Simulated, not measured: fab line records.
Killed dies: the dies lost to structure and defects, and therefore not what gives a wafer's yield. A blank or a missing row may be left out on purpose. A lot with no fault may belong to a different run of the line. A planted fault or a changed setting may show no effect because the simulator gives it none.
Code-filled problem report in 8D (eight disciplines) form ; flow berkeley-cmos170 ; the parts of the form that need people (team, actions taken, sign-off) are left out

== 1. WHAT IS WRONG ==
Wafers without a fault read 0.734 a.u., standard deviation 0.0045; oes-product-au at UCB170_PLDD_STRIP_10 reads a mean of 0.647 a.u. on 6 wafers belonging to 2 lots. Measured from the usual mean, that is -19 standard deviations.
The step: strips in O2.
Seen first at day 8 03:19 on plasma-asher-01, wafer L699.2. The record holds 42 wafers of 14 lots with a number at this step. By rule, "out" or "out of limits" means more than 4 standard deviations away from the usual mean. Any other wafer with a number is counted as sound.

== 2. WHAT THIS IS AND IS NOT ==
question;is;is not
which readings at this step;oes-product-au;chamber-pressure-mTorr, drypump-motor-current-A, strip-time-to-endpoint-s
which lots;L698, L699;L694, L695, L696, L697, L701, L707, L710, L711, L712, L713, L714, L716
which wafers of those lots;all that have a number;-
read on which tools;plasma-asher-01;plasma-asher-02, plasma-asher-03
when;from day 8 03:19;"up to then (12 sound wafers); but 24 sound wafers of L701, L707, L710, L711, L712, L713, L714, L716 came after"

== 3. SUSPECTS, AND WHAT RULES EACH OUT ==
Counting: a tool stays on the suspect list if, at a process step up to the reading, it processed all lots that are out and no sound lot following the first of them.
- plasma-asher-01 at UCB170_PLDD_STRIP_10 (strips in O2): ruled out as a lasting fault. Sound lots L712 ran on it after its first lot that is out, L699 (day 8 03:19).
Left after counting: nothing in the record.

== 4. THE CAUSE (what the simulator had put in) ==
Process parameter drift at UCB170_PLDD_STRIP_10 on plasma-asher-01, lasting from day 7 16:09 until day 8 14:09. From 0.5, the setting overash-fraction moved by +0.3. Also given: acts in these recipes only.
Counting ruled it out, wrongly.

== 5. SEQUENCE OF EFFECTS, ordered by route ==
Rows list readings where the struck wafers' mean (over those with a number) sits beyond 3 standard deviations from the usual. Only readings for which the record gives a usual standard deviation are gone through. hours: the time from each lot's start at the first step in this table that gives one to its start at this step, as a median over the lots. sigmas: the change in usual standard deviations.
hours;step;reading;usual;on struck wafers;change;sigmas
0;UCB170_PLDD_STRIP_10;oes-product-au;0.734 a.u.;0.647;-0.087;-19
Process steps it contains:
- UCB170_PLDD_STRIP_10: strips in O2.

== 6. WHAT WOULD HAVE CAUGHT IT SOONER ==
In this record the first reading out of limits was taken at day 8 03:19, 11 hours after the fault began at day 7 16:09.
